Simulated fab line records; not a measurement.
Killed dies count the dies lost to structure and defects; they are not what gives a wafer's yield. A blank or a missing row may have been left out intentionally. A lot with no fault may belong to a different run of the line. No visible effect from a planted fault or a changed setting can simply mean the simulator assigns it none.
A single fault, viewed from 2 desks	flow rit-cmos	numbers are kept per desk, each desk with only its own; the story behind them comes last

## TOOL OWNER'S DESK, implanter-03
The tool's own readings at RIT_PLDD_IMPLANT_08, given as means over the sampled wafers that have a number, one for each lot that went through this tool. The brackets show how far a lot's mean lies from the usual mean; more than 4 standard deviations puts the lot out of limits, marked OUT.
Columns: A = beam-energy-keV at RIT_PLDD_IMPLANT_08, usual 20.000; B = beam-on-s at RIT_PLDD_IMPLANT_08, usual 9.98 s
lot	first seen here	A	B
L943	day 2 18:20	20.003	9.93
L946	day 3 11:22	20.006	9.95
L950	day 4 07:14	19.999	10.09
L951	day 4 11:49	20.004	9.84
L955	day 5 08:59	20.003	9.94
L959	day 6 05:39	19.990	9.92
L960	day 6 09:11	20.897 (+99 or more) OUT	9.91
L961	day 6 16:20	20.896 (+99 or more) OUT	9.89
This desk's verdict: out of limits on L960, L961, starting with L960 at day 6 09:11 (beam-energy-keV at RIT_PLDD_IMPLANT_08). L943, L946, L950, L951, L955, L959: within limits.

## AT THE METROLOGY DESK
Means of the sampled wafers that have a number, per lot and without regard to the tool the lot ran on: this is what the gauges read. The brackets show how far a lot's mean lies from the usual mean; more than 4 standard deviations puts the lot out of limits, marked OUT.
Columns: A = PLDD_RS at RIT_SDANNEAL_RS_MEAS_06, usual 176.9 ohm/sq
lot	first seen here	A
L943	day 3 00:56	177.4
L944	day 3 06:25	177.0
L945	day 3 13:10	177.9
L946	day 3 18:23	177.0
L947	day 4 01:25	177.4
L948	day 4 03:47	176.7
L949	day 4 06:44	176.3
L950	day 4 13:47	177.3
L951	day 4 18:26	177.1
L955	day 5 16:47	176.2
L959	day 6 14:54	176.6
L960	day 6 19:37	174.0 (-5.8) OUT
L961	day 7 00:56	173.9 (-5.9) OUT
L965	day 8 03:32	176.8
This desk reports L960, L961 out of limits; the earliest was L960 at day 6 19:37 (PLDD_RS at RIT_SDANNEAL_RS_MEAS_06). L943, L944, L945, L946, L947, L948, L949, L950, L951, L955, L959, L965: within limits.

## PUT TOGETHER
The tool owner's desk had the chance to raise an alarm at day 6 09:11 on L960, L961.
At day 6 19:37 the metrology desk could have sounded an alarm, on L960, L961.
On implanter-03, each named lot ran RIT_PLDD_IMPLANT_08.

## WHAT THE SIMULATOR PUT IN
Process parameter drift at RIT_PLDD_IMPLANT_08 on implanter-03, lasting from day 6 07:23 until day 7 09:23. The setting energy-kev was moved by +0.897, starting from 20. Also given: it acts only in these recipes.
Lots struck among those shown: L960, L961.
Delay (hours) between the fault's onset and each desk's first out-of-limits reading: 2 at the tool owner's desk, 12 at the metrology desk.
